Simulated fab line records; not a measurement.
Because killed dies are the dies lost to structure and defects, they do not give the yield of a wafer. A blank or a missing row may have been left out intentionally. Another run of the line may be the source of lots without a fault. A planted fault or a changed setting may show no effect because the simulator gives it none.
fab line records || flow rit_cmos || part 2 of 2: steps 28 to 37 of 37
record: {"lots": 5, "wafers": 15, "last_day": 7}
route steps=202 shown FOX2@27 NWELL@28 PWELL@39 WELLDRIVE@50 NRETRO@53
lots that met no fault: from a run of the same line without faults
start_h: hours from the record's opening day to when the first of the lot's shown wafers began || wait_h: hours since the lot's step before || " repeats the value in the row above || L1.1+2: a row that stands for several wafers || - either no value or no given start || * or withheld: withheld || < > ~ a bound
route shown NAME@n: names a module that has steps shown in the file, with the first one's number in the route || usual: mean and standard deviation over wafers with no fault || same: alike in all rows || chamber/n: place in a boat || sites: readings site by site || _std_site: their standard deviation || _edge_site: outer sites' mean less inner sites' || radius_mm: how far each site lies from the wafer's centre || mask NAME#n: copy n || behind: the tool/chamber that last shaped the wafer || hold: why the lot was held/for how many hours/how that ended || device: the n, p or np transistor that did not switch || end of line: the route-end tests of the same wafers || a step with no rows: only its recipe || killed: at the first sort, the dies lost to defects and structure; wafer yield is something else || map: shows each die of a wafer: x if killed, . if not, _ if none is there
set.NAME: setting as actually run; set.NAME@STEP: the setting as run at that earlier step || model.NAME: the simulator's own value behind a step, which no gauge read
lots at some steps of the route; a table a step, a row a wafer
services: when a tool's chamber went out of use (start_h, in hours from the record's first day, below 0 if earlier), for how many hours, and the reason
== steps ==
step: RIT_NRETRO_COAT_01
recipe: {"resist": "NOVOLAK", "spin_rpm": 2000, "resist_thk_nm": 1300}
usual: {"exhaust_pa": "45.2/0.8"}
{"lot.wafer": "L081.1", "tool": "litho_track-02", "chamber": 0, "start_h": 67.10, "wait_h": 0.1, "exhaust_pa": 44.1}
{"lot.wafer": "L081.2", "tool": "litho_track-02", "chamber": 0, "start_h": 67.10, "wait_h": 0.1, "exhaust_pa": 45.4}
{"lot.wafer": "L081.4", "tool": "litho_track-02", "chamber": 0, "start_h": 67.10, "wait_h": 0.1, "exhaust_pa": 46.3}
{"lot.wafer": "L087.1", "tool": "litho_track-02", "chamber": 0, "start_h": 100.79, "wait_h": 0.1, "exhaust_pa": 45.5}
{"lot.wafer": "L087.3", "tool": "litho_track-02", "chamber": 0, "start_h": 100.79, "wait_h": 0.1, "exhaust_pa": 45.3}
{"lot.wafer": "L087.4", "tool": "litho_track-02", "chamber": 0, "start_h": 100.79, "wait_h": 0.1, "exhaust_pa": 46.3}
{"lot.wafer": "L094.2", "tool": "litho_track-04", "chamber": 0, "start_h": 133.88, "wait_h": 0.1, "exhaust_pa": 46.9}
{"lot.wafer": "L094.3", "tool": "litho_track-04", "chamber": 0, "start_h": 133.88, "wait_h": 0.1, "exhaust_pa": 45.4}
{"lot.wafer": "L094.4", "tool": "litho_track-04", "chamber": 0, "start_h": 133.88, "wait_h": 0.1, "exhaust_pa": 45.4}
{"lot.wafer": "L095.1", "tool": "litho_track-04", "chamber": 0, "start_h": 139.20, "wait_h": 0.1, "exhaust_pa": 45.5}
{"lot.wafer": "L095.3", "tool": "litho_track-04", "chamber": 0, "start_h": 139.20, "wait_h": 0.1, "exhaust_pa": 46.4}
{"lot.wafer": "L095.4", "tool": "litho_track-04", "chamber": 0, "start_h": 139.20, "wait_h": 0.1, "exhaust_pa": 44.6}
{"lot.wafer": "L097.1", "tool": "litho_track-04", "chamber": 0, "start_h": 144.34, "wait_h": 0.1, "exhaust_pa": 44.4}
{"lot.wafer": "L097.2", "tool": "litho_track-04", "chamber": 0, "start_h": 144.34, "wait_h": 0.1, "exhaust_pa": 43.2}
{"lot.wafer": "L097.3", "tool": "litho_track-04", "chamber": 0, "start_h": 144.34, "wait_h": 0.1, "exhaust_pa": 44.5}
step: RIT_NRETRO_SOFTBAKE_02
recipe: {"resist": "NOVOLAK", "temp_c": 90, "time_s": 60}
usual: {"exhaust_pa": "44.9/0.69", "heater_power_total_W": "34.56/0.047"}
{"lot.wafer": "L081.1", "tool": "litho_track-02", "chamber": 0, "start_h": 67.25, "wait_h": 0.1, "exhaust_pa": 44.6, "heater_power_total_W": 34.60}
{"lot.wafer": "L081.2", "tool": "litho_track-02", "chamber": 0, "start_h": 67.25, "wait_h": 0.1, "exhaust_pa": 44.5, "heater_power_total_W": 34.61}
{"lot.wafer": "L081.4", "tool": "litho_track-02", "chamber": 0, "start_h": 67.25, "wait_h": 0.1, "exhaust_pa": 44.3, "heater_power_total_W": 34.55}
{"lot.wafer": "L087.1", "tool": "litho_track-02", "chamber": 0, "start_h": 100.94, "wait_h": 0.1, "exhaust_pa": 44.3, "heater_power_total_W": 34.53}
{"lot.wafer": "L087.3", "tool": "litho_track-02", "chamber": 0, "start_h": 100.94, "wait_h": 0.1, "exhaust_pa": 45.4, "heater_power_total_W": 34.61}
{"lot.wafer": "L087.4", "tool": "litho_track-02", "chamber": 0, "start_h": 100.94, "wait_h": 0.1, "exhaust_pa": 45.0, "heater_power_total_W": 34.59}
{"lot.wafer": "L094.2", "tool": "litho_track-04", "chamber": 0, "start_h": 134.03, "wait_h": 0.1, "exhaust_pa": 46.1, "heater_power_total_W": 34.52}
{"lot.wafer": "L094.3", "tool": "litho_track-04", "chamber": 0, "start_h": 134.03, "wait_h": 0.1, "exhaust_pa": 45.4, "heater_power_total_W": 34.58}
{"lot.wafer": "L094.4", "tool": "litho_track-04", "chamber": 0, "start_h": 134.03, "wait_h": 0.1, "exhaust_pa": 45.9, "heater_power_total_W": 34.54}
{"lot.wafer": "L095.1", "tool": "litho_track-04", "chamber": 0, "start_h": 139.35, "wait_h": 0.1, "exhaust_pa": 43.2, "heater_power_total_W": 34.56}
{"lot.wafer": "L095.3", "tool": "litho_track-04", "chamber": 0, "start_h": 139.35, "wait_h": 0.1, "exhaust_pa": 45.7, "heater_power_total_W": 34.50}
{"lot.wafer": "L095.4", "tool": "litho_track-04", "chamber": 0, "start_h": 139.35, "wait_h": 0.1, "exhaust_pa": 44.3, "heater_power_total_W": 34.62}
{"lot.wafer": "L097.1", "tool": "litho_track-04", "chamber": 0, "start_h": 144.49, "wait_h": 0.1, "exhaust_pa": 44.4, "heater_power_total_W": 34.56}
{"lot.wafer": "L097.2", "tool": "litho_track-04", "chamber": 0, "start_h": 144.49, "wait_h": 0.1, "exhaust_pa": 43.5, "heater_power_total_W": 34.53}
{"lot.wafer": "L097.3", "tool": "litho_track-04", "chamber": 0, "start_h": 144.49, "wait_h": 0.1, "exhaust_pa": 45.7, "heater_power_total_W": 34.51}
step: RIT_NRETRO_EXPOSE_03
recipe: {"mask_id": "M4", "na": 0.57, "target_cd_nm": 43900, "dose_mj": 250}
usual: {"exposure_dose_mJ_cm2": "249.97/0.24"}
same: {"na": 0.57}
{"lot.wafer": "L081.1", "tool": "iline_stepper-02", "chamber": 0, "start_h": 67.52, "wait_h": 0.2, "mask": "M4#0", "exposure_dose_mJ_cm2": 249.56}
{"lot.wafer": "L081.2", "tool": "iline_stepper-02", "chamber": 0, "start_h": 67.52, "wait_h": 0.2, "mask": "M4#0", "exposure_dose_mJ_cm2": 249.83}
{"lot.wafer": "L081.4", "tool": "iline_stepper-02", "chamber": 0, "start_h": 67.52, "wait_h": 0.2, "mask": "M4#0", "exposure_dose_mJ_cm2": 249.56}
{"lot.wafer": "L087.1", "tool": "iline_stepper-02", "chamber": 0, "start_h": 101.22, "wait_h": 0.2, "mask": "M4#0", "exposure_dose_mJ_cm2": 250.05}
{"lot.wafer": "L087.3", "tool": "iline_stepper-02", "chamber": 0, "start_h": 101.22, "wait_h": 0.2, "mask": "M4#0", "exposure_dose_mJ_cm2": 249.91}
{"lot.wafer": "L087.4", "tool": "iline_stepper-02", "chamber": 0, "start_h": 101.22, "wait_h": 0.2, "mask": "M4#0", "exposure_dose_mJ_cm2": 249.81}
{"lot.wafer": "L094.2", "tool": "iline_stepper-01", "chamber": 0, "start_h": 134.30, "wait_h": 0.2, "mask": "M4#0", "exposure_dose_mJ_cm2": 250.31}
{"lot.wafer": "L094.3", "tool": "iline_stepper-01", "chamber": 0, "start_h": 134.30, "wait_h": 0.2, "mask": "M4#0", "exposure_dose_mJ_cm2": 250.10}
{"lot.wafer": "L094.4", "tool": "iline_stepper-01", "chamber": 0, "start_h": 134.30, "wait_h": 0.2, "mask": "M4#0", "exposure_dose_mJ_cm2": 250.38}
{"lot.wafer": "L095.1", "tool": "iline_stepper-01", "chamber": 0, "start_h": 139.50, "wait_h": 0.1, "mask": "M4#0", "exposure_dose_mJ_cm2": 250.07}
{"lot.wafer": "L095.3", "tool": "iline_stepper-01", "chamber": 0, "start_h": 139.50, "wait_h": 0.1, "mask": "M4#0", "exposure_dose_mJ_cm2": 250.26}
{"lot.wafer": "L095.4", "tool": "iline_stepper-01", "chamber": 0, "start_h": 139.50, "wait_h": 0.1, "mask": "M4#0", "exposure_dose_mJ_cm2": 249.95}
{"lot.wafer": "L097.1", "tool": "iline_stepper-01", "chamber": 0, "start_h": 144.76, "wait_h": 0.2, "mask": "M4#0", "exposure_dose_mJ_cm2": 250.05}
{"lot.wafer": "L097.2", "tool": "iline_stepper-01", "chamber": 0, "start_h": 144.76, "wait_h": 0.2, "mask": "M4#0", "exposure_dose_mJ_cm2": 250.23}
{"lot.wafer": "L097.3", "tool": "iline_stepper-01", "chamber": 0, "start_h": 144.76, "wait_h": 0.2, "mask": "M4#0", "exposure_dose_mJ_cm2": 249.97}
step: RIT_NRETRO_PEB_04
recipe: {"resist": "NOVOLAK", "temp_c": "withheld", "time_s": "withheld"}
usual: {"exhaust_pa": "45.0/0.99"}
{"lot.wafer": "L081.1", "tool": "litho_track-02", "chamber": 0, "start_h": 67.64, "wait_h": 0.1, "exhaust_pa": 44.7}
{"lot.wafer": "L081.2", "tool": "litho_track-02", "chamber": 0, "start_h": 67.64, "wait_h": 0.1, "exhaust_pa": 44.2}
{"lot.wafer": "L081.4", "tool": "litho_track-02", "chamber": 0, "start_h": 67.64, "wait_h": 0.1, "exhaust_pa": 42.6}
{"lot.wafer": "L087.1", "tool": "litho_track-01", "chamber": 0, "start_h": 101.33, "wait_h": 0.1, "exhaust_pa": 44.3}
{"lot.wafer": "L087.3", "tool": "litho_track-01", "chamber": 0, "start_h": 101.33, "wait_h": 0.1, "exhaust_pa": 45.8}
{"lot.wafer": "L087.4", "tool": "litho_track-01", "chamber": 0, "start_h": 101.33, "wait_h": 0.1, "exhaust_pa": 44.5}
{"lot.wafer": "L094.2", "tool": "litho_track-04", "chamber": 0, "start_h": 134.42, "wait_h": 0.1, "exhaust_pa": 44.8}
{"lot.wafer": "L094.3", "tool": "litho_track-04", "chamber": 0, "start_h": 134.42, "wait_h": 0.1, "exhaust_pa": 46.0}
{"lot.wafer": "L094.4", "tool": "litho_track-04", "chamber": 0, "start_h": 134.42, "wait_h": 0.1, "exhaust_pa": 45.2}
{"lot.wafer": "L095.1", "tool": "litho_track-04", "chamber": 0, "start_h": 139.62, "wait_h": 0.1, "exhaust_pa": 42.9}
{"lot.wafer": "L095.3", "tool": "litho_track-04", "chamber": 0, "start_h": 139.62, "wait_h": 0.1, "exhaust_pa": 44.4}
{"lot.wafer": "L095.4", "tool": "litho_track-04", "chamber": 0, "start_h": 139.62, "wait_h": 0.1, "exhaust_pa": 43.6}
{"lot.wafer": "L097.1", "tool": "litho_track-01", "chamber": 0, "start_h": 144.88, "wait_h": 0.1, "exhaust_pa": 46.2}
{"lot.wafer": "L097.2", "tool": "litho_track-01", "chamber": 0, "start_h": 144.88, "wait_h": 0.1, "exhaust_pa": 45.3}
{"lot.wafer": "L097.3", "tool": "litho_track-01", "chamber": 0, "start_h": 144.88, "wait_h": 0.1, "exhaust_pa": 46.5}
step: RIT_NRETRO_DEVELOP_05
recipe: {"resist": "NOVOLAK", "develop_time_s": 68, "dev_temp_c": 23}
usual: {"developer_temp_C": "23.01/0.11", "exhaust_pa": "45.1/0.89"}
{"lot.wafer": "L081.1", "tool": "litho_track-02", "chamber": 0, "start_h": "-", "wait_h": "-", "developer_temp_C": 22.97, "exhaust_pa": 45.7}
{"lot.wafer": "L081.2", "tool": "litho_track-02", "chamber": 0, "start_h": "-", "wait_h": "-", "developer_temp_C": 22.91, "exhaust_pa": 45.6}
{"lot.wafer": "L081.4", "tool": "litho_track-02", "chamber": 0, "start_h": "-", "wait_h": "-", "developer_temp_C": 23.02, "exhaust_pa": 45.9}
{"lot.wafer": "L087.1", "tool": "litho_track-01", "chamber": 0, "start_h": "-", "wait_h": "-", "developer_temp_C": 23.19, "exhaust_pa": 45.8}
{"lot.wafer": "L087.3", "tool": "litho_track-01", "chamber": 0, "start_h": "-", "wait_h": "-", "developer_temp_C": 23.05, "exhaust_pa": 45.9}
{"lot.wafer": "L087.4", "tool": "litho_track-01", "chamber": 0, "start_h": "-", "wait_h": "-", "developer_temp_C": 22.99, "exhaust_pa": 45.9}
{"lot.wafer": "L094.2", "tool": "litho_track-04", "chamber": 0, "start_h": "-", "wait_h": "-", "developer_temp_C": 23.07, "exhaust_pa": 46.3}
{"lot.wafer": "L094.3", "tool": "litho_track-04", "chamber": 0, "start_h": "-", "wait_h": "-", "developer_temp_C": 23.10, "exhaust_pa": 45.8}
{"lot.wafer": "L094.4", "tool": "litho_track-04", "chamber": 0, "start_h": "-", "wait_h": "-", "developer_temp_C": 23.11, "exhaust_pa": 46.1}
{"lot.wafer": "L095.1", "tool": "litho_track-04", "chamber": 0, "start_h": "-", "wait_h": "-", "developer_temp_C": 22.93, "exhaust_pa": 44.8}
{"lot.wafer": "L095.3", "tool": "litho_track-04", "chamber": 0, "start_h": "-", "wait_h": "-", "developer_temp_C": 22.92, "exhaust_pa": 46.5}
{"lot.wafer": "L095.4", "tool": "litho_track-04", "chamber": 0, "start_h": "-", "wait_h": "-", "developer_temp_C": 22.94, "exhaust_pa": 44.3}
{"lot.wafer": "L097.1", "tool": "litho_track-01", "chamber": 0, "start_h": "-", "wait_h": "-", "developer_temp_C": 23.00, "exhaust_pa": 45.5}
{"lot.wafer": "L097.2", "tool": "litho_track-01", "chamber": 0, "start_h": "-", "wait_h": "-", "developer_temp_C": 22.99, "exhaust_pa": 44.7}
{"lot.wafer": "L097.3", "tool": "litho_track-01", "chamber": 0, "start_h": "-", "wait_h": "-", "developer_temp_C": 23.18, "exhaust_pa": 44.6}
step: RIT_NRETRO_OVL_MEAS_06
usual: {"NRETRO_OVL": "-0.4/1.4"}
{"lot.wafer": "L081.1", "tool": "overlay-01", "chamber": "-", "start_h": 67.95, "wait_h": "-", "NRETRO_OVL[nm]": -1.4}
{"lot.wafer": "L081.2", "tool": "overlay-01", "chamber": "-", "start_h": 67.95, "wait_h": "-", "NRETRO_OVL[nm]": -0.7}
{"lot.wafer": "L081.4", "tool": "overlay-01", "chamber": "-", "start_h": 67.95, "wait_h": "-", "NRETRO_OVL[nm]": 0.0}
{"lot.wafer": "L087.1", "tool": "overlay-01", "chamber": "-", "start_h": 101.65, "wait_h": "-", "NRETRO_OVL[nm]": 1.8}
{"lot.wafer": "L087.3", "tool": "overlay-01", "chamber": "-", "start_h": 101.65, "wait_h": "-", "NRETRO_OVL[nm]": 0.7}
{"lot.wafer": "L087.4", "tool": "overlay-01", "chamber": "-", "start_h": 101.65, "wait_h": "-", "NRETRO_OVL[nm]": -1.2}
{"lot.wafer": "L094.2", "tool": "overlay-02", "chamber": "-", "start_h": 134.71, "wait_h": "-", "NRETRO_OVL[nm]": 1.1}
{"lot.wafer": "L094.3", "tool": "overlay-02", "chamber": "-", "start_h": 134.71, "wait_h": "-", "NRETRO_OVL[nm]": -0.3}
{"lot.wafer": "L094.4", "tool": "overlay-02", "chamber": "-", "start_h": 134.71, "wait_h": "-", "NRETRO_OVL[nm]": -0.2}
{"lot.wafer": "L095.1", "tool": "overlay-01", "chamber": "-", "start_h": 139.93, "wait_h": "-", "NRETRO_OVL[nm]": 2.2}
{"lot.wafer": "L095.3", "tool": "overlay-01", "chamber": "-", "start_h": 139.93, "wait_h": "-", "NRETRO_OVL[nm]": 1.6}
{"lot.wafer": "L095.4", "tool": "overlay-01", "chamber": "-", "start_h": 139.93, "wait_h": "-", "NRETRO_OVL[nm]": 1.9}
{"lot.wafer": "L097.1", "tool": "overlay-01", "chamber": "-", "start_h": 145.19, "wait_h": "-", "NRETRO_OVL[nm]": -1.5}
{"lot.wafer": "L097.2", "tool": "overlay-01", "chamber": "-", "start_h": 145.19, "wait_h": "-", "NRETRO_OVL[nm]": 0.2}
{"lot.wafer": "L097.3", "tool": "overlay-01", "chamber": "-", "start_h": 145.19, "wait_h": "-", "NRETRO_OVL[nm]": -1.6}
step: RIT_NRETRO_HARDBAKE_07
recipe: {"resist": "NOVOLAK", "temp_c": 140, "time_s": 120}
usual: {"exhaust_pa": "45.0/0.93", "heater_power_total_W": "52.02/0.069"}
{"lot.wafer": "L081.1", "tool": "litho_track-04", "chamber": 0, "start_h": 67.99, "wait_h": 0.0, "exhaust_pa": 45.1, "heater_power_total_W": 51.96}
{"lot.wafer": "L081.2", "tool": "litho_track-04", "chamber": 0, "start_h": 67.99, "wait_h": 0.0, "exhaust_pa": 46.8, "heater_power_total_W": 51.98}
{"lot.wafer": "L081.4", "tool": "litho_track-04", "chamber": 0, "start_h": 67.99, "wait_h": 0.0, "exhaust_pa": 44.8, "heater_power_total_W": 52.05}
{"lot.wafer": "L087.1", "tool": "litho_track-04", "chamber": 0, "start_h": 101.68, "wait_h": 0.0, "exhaust_pa": 44.0, "heater_power_total_W": 52.09}
{"lot.wafer": "L087.3", "tool": "litho_track-04", "chamber": 0, "start_h": 101.68, "wait_h": 0.0, "exhaust_pa": 45.7, "heater_power_total_W": 52.06}
{"lot.wafer": "L087.4", "tool": "litho_track-04", "chamber": 0, "start_h": 101.68, "wait_h": 0.0, "exhaust_pa": 45.0, "heater_power_total_W": 52.02}
{"lot.wafer": "L094.2", "tool": "litho_track-04", "chamber": 0, "start_h": 134.78, "wait_h": 0.1, "exhaust_pa": 45.9, "heater_power_total_W": 51.98}
{"lot.wafer": "L094.3", "tool": "litho_track-04", "chamber": 0, "start_h": 134.78, "wait_h": 0.1, "exhaust_pa": 46.7, "heater_power_total_W": 52.12}
{"lot.wafer": "L094.4", "tool": "litho_track-04", "chamber": 0, "start_h": 134.78, "wait_h": 0.1, "exhaust_pa": 45.5, "heater_power_total_W": 52.11}
{"lot.wafer": "L095.1", "tool": "litho_track-02", "chamber": 0, "start_h": 139.97, "wait_h": 0.0, "exhaust_pa": 47.1, "heater_power_total_W": 52.12}
{"lot.wafer": "L095.3", "tool": "litho_track-02", "chamber": 0, "start_h": 139.97, "wait_h": 0.0, "exhaust_pa": 45.2, "heater_power_total_W": 52.12}
{"lot.wafer": "L095.4", "tool": "litho_track-02", "chamber": 0, "start_h": 139.97, "wait_h": 0.0, "exhaust_pa": 44.8, "heater_power_total_W": 52.07}
{"lot.wafer": "L097.1", "tool": "litho_track-01", "chamber": 0, "start_h": 145.23, "wait_h": 0.0, "exhaust_pa": 44.2, "heater_power_total_W": 52.06}
{"lot.wafer": "L097.2", "tool": "litho_track-01", "chamber": 0, "start_h": 145.23, "wait_h": 0.0, "exhaust_pa": 44.4, "heater_power_total_W": 51.96}
{"lot.wafer": "L097.3", "tool": "litho_track-01", "chamber": 0, "start_h": 145.23, "wait_h": 0.0, "exhaust_pa": 45.1, "heater_power_total_W": 52.10}
step: RIT_NRETRO_IMPLANT_08
recipe: {"species": "P", "energy_kev": 69.58, "dose_cm2": 1e+13, "tilt_deg": 7}
{"lot.wafer": "L081.1+2+4", "tool": "implanter-03", "chamber": 0, "start_h": 68.24, "wait_h": 0.2}
{"lot.wafer": "L087.1+3+4", "tool": "implanter-04", "chamber": 0, "start_h": 101.93, "wait_h": 0.2}
{"lot.wafer": "L094.2+3+4", "tool": "implanter-04", "chamber": 0, "start_h": 135.02, "wait_h": 0.2}
{"lot.wafer": "L095.1+3+4", "tool": "implanter-03", "chamber": 0, "start_h": 140.22, "wait_h": 0.2}
{"lot.wafer": "L097.1+2+3", "tool": "implanter-01", "chamber": 0, "start_h": 145.48, "wait_h": 0.2}
step: RIT_NRETRO_STRIP_09
recipe: {"chemistry": "O2", "time_s": 180, "resist": "NOVOLAK", "platen_temp_c": "withheld", "power_w": 500, "pressure_mtorr": 4000, "o2_flow_sccm": 4000}
usual: {"drypump_motor_current_A": "5.8/0.31"}
{"lot.wafer": "L081.1", "tool": "plasma_asher-03", "chamber": 1, "start_h": 68.39, "wait_h": 0.1, "drypump_motor_current_A": 5.6, "rf_hours_counter_h": 44}
{"lot.wafer": "L081.2", "tool": "plasma_asher-03", "chamber": 0, "start_h": 68.39, "wait_h": 0.1, "drypump_motor_current_A": 5.8, "rf_hours_counter_h": 44}
{"lot.wafer": "L081.4", "tool": "plasma_asher-03", "chamber": 0, "start_h": 68.39, "wait_h": 0.1, "drypump_motor_current_A": 5.8, "rf_hours_counter_h": "-"}
{"lot.wafer": "L087.1", "tool": "plasma_asher-04", "chamber": 0, "start_h": 102.08, "wait_h": 0.1, "drypump_motor_current_A": 6.2, "rf_hours_counter_h": 30}
{"lot.wafer": "L087.3", "tool": "plasma_asher-04", "chamber": 1, "start_h": 102.08, "wait_h": 0.1, "drypump_motor_current_A": 5.5, "rf_hours_counter_h": "-"}
{"lot.wafer": "L087.4", "tool": "plasma_asher-04", "chamber": 0, "start_h": 102.08, "wait_h": 0.1, "drypump_motor_current_A": 6.2, "rf_hours_counter_h": "-"}
{"lot.wafer": "L094.2", "tool": "plasma_asher-04", "chamber": 1, "start_h": 135.14, "wait_h": 0.1, "drypump_motor_current_A": 5.5, "rf_hours_counter_h": 35}
{"lot.wafer": "L094.3", "tool": "plasma_asher-04", "chamber": 1, "start_h": 135.14, "wait_h": 0.1, "drypump_motor_current_A": 5.5, "rf_hours_counter_h": "-"}
{"lot.wafer": "L094.4", "tool": "plasma_asher-04", "chamber": 0, "start_h": 135.14, "wait_h": 0.1, "drypump_motor_current_A": 6.2, "rf_hours_counter_h": "-"}
{"lot.wafer": "L095.1", "tool": "plasma_asher-03", "chamber": 1, "start_h": 140.37, "wait_h": 0.1, "drypump_motor_current_A": 5.6, "rf_hours_counter_h": 52}
{"lot.wafer": "L095.3", "tool": "plasma_asher-03", "chamber": 0, "start_h": 140.37, "wait_h": 0.1, "drypump_motor_current_A": 5.9, "rf_hours_counter_h": "-"}
{"lot.wafer": "L095.4", "tool": "plasma_asher-03", "chamber": 1, "start_h": 140.37, "wait_h": 0.1, "drypump_motor_current_A": 5.6, "rf_hours_counter_h": "-"}
{"lot.wafer": "L097.1", "tool": "plasma_asher-03", "chamber": 0, "start_h": 145.63, "wait_h": 0.1, "drypump_motor_current_A": 5.8, "rf_hours_counter_h": 52}
{"lot.wafer": "L097.2", "tool": "plasma_asher-03", "chamber": 1, "start_h": 145.63, "wait_h": 0.1, "drypump_motor_current_A": 5.6, "rf_hours_counter_h": 52}
{"lot.wafer": "L097.3", "tool": "plasma_asher-03", "chamber": 1, "start_h": 145.63, "wait_h": 0.1, "drypump_motor_current_A": 5.7, "rf_hours_counter_h": "-"}
step: RIT_NRETRO_TW_MEAS_10
usual: {"NRETRO_TW": "1047/9.5"}
{"lot.wafer": "L081.1", "tool": "film_metro-02", "chamber": "-", "start_h": 68.56, "wait_h": 0.1, "NRETRO_TW": 1029}
{"lot.wafer": "L081.2", "tool": "film_metro-02", "chamber": "-", "start_h": 68.56, "wait_h": 0.1, "NRETRO_TW": 1034}
{"lot.wafer": "L081.4", "tool": "film_metro-02", "chamber": "-", "start_h": 68.56, "wait_h": 0.1, "NRETRO_TW": 1030}
{"lot.wafer": "L087.1", "tool": "film_metro-02", "chamber": "-", "start_h": 102.26, "wait_h": 0.1, "NRETRO_TW": 1041}
{"lot.wafer": "L087.3", "tool": "film_metro-02", "chamber": "-", "start_h": 102.26, "wait_h": 0.1, "NRETRO_TW": 1034}
{"lot.wafer": "L087.4", "tool": "film_metro-02", "chamber": "-", "start_h": 102.26, "wait_h": 0.1, "NRETRO_TW": 1040}
{"lot.wafer": "L094.2", "tool": "film_metro-04", "chamber": "-", "start_h": 135.33, "wait_h": 0.1, "NRETRO_TW": 1056}
{"lot.wafer": "L094.3", "tool": "film_metro-04", "chamber": "-", "start_h": 135.33, "wait_h": 0.1, "NRETRO_TW": 1057}
{"lot.wafer": "L094.4", "tool": "film_metro-04", "chamber": "-", "start_h": 135.33, "wait_h": 0.1, "NRETRO_TW": 1053}
{"lot.wafer": "L095.1", "tool": "film_metro-01", "chamber": "-", "start_h": 140.55, "wait_h": 0.1, "NRETRO_TW": 1051}
{"lot.wafer": "L095.3", "tool": "film_metro-01", "chamber": "-", "start_h": 140.55, "wait_h": 0.1, "NRETRO_TW": 1051}
{"lot.wafer": "L095.4", "tool": "film_metro-01", "chamber": "-", "start_h": 140.55, "wait_h": 0.1, "NRETRO_TW": 1046}
{"lot.wafer": "L097.1", "tool": "film_metro-02", "chamber": "-", "start_h": 145.81, "wait_h": 0.1, "NRETRO_TW": 1046}
{"lot.wafer": "L097.2", "tool": "film_metro-02", "chamber": "-", "start_h": 145.81, "wait_h": 0.1, "NRETRO_TW": 1042}
{"lot.wafer": "L097.3", "tool": "film_metro-02", "chamber": "-", "start_h": 145.81, "wait_h": 0.1, "NRETRO_TW": 1039}
== services ==
{"tool": "implanter-03", "chamber": "-", "start_h": 55.08, "hours": 1.5, "kind": "repair"}
{"tool": "furnace-03", "chamber": "-", "start_h": 55.27, "hours": 3.5, "kind": "pm"}
{"tool": "iline_stepper-01", "chamber": "-", "start_h": 56.46, "hours": 3.6, "kind": "repair"}
{"tool": "implanter-01", "chamber": "-", "start_h": 61.65, "hours": 3.8, "kind": "repair"}
{"tool": "furnace-02", "chamber": "-", "start_h": 72.14, "hours": 3.2, "kind": "pm"}
{"tool": "plasma_asher-02", "chamber": "-", "start_h": 72.88, "hours": 49.5, "kind": "pm"}
{"tool": "implanter-02", "chamber": "-", "start_h": 86.02, "hours": 6.0, "kind": "pm"}
{"tool": "plasma_asher-03", "chamber": "-", "start_h": 91.42, "hours": 15.0, "kind": "pm"}
{"tool": "implanter-04", "chamber": "-", "start_h": 92.01, "hours": 0.7, "kind": "repair"}
{"tool": "iline_stepper-02", "chamber": "-", "start_h": 92.58, "hours": 1.7, "kind": "pm"}
{"tool": "plasma_asher-01", "chamber": "-", "start_h": 106.39, "hours": 14.1, "kind": "pm"}
{"tool": "implanter-01", "chamber": "-", "start_h": 107.75, "hours": 3.4, "kind": "repair"}
{"tool": "furnace-01", "chamber": "-", "start_h": 120.04, "hours": 4.4, "kind": "pm"}
{"tool": "plasma_asher-01", "chamber": "-", "start_h": 120.52, "hours": 9.0, "kind": "pm"}
{"tool": "plasma_asher-01", "chamber": 0, "start_h": 120.52, "hours": 9.0, "kind": "vent_cycle"}
{"tool": "plasma_asher-01", "chamber": 1, "start_h": 120.52, "hours": 9.0, "kind": "vent_cycle"}
{"tool": "plasma_asher-02", "chamber": "-", "start_h": 122.41, "hours": 2.8, "kind": "pm"}
{"tool": "furnace-01", "chamber": "-", "start_h": 124.45, "hours": 3.6, "kind": "pm"}
{"tool": "plasma_asher-01", "chamber": 0, "start_h": 129.52, "hours": "-", "kind": "clean"}
{"tool": "plasma_asher-01", "chamber": 1, "start_h": 129.52, "hours": "-", "kind": "clean"}
{"tool": "implanter-01", "chamber": "-", "start_h": 139.18, "hours": 1.2, "kind": "repair"}
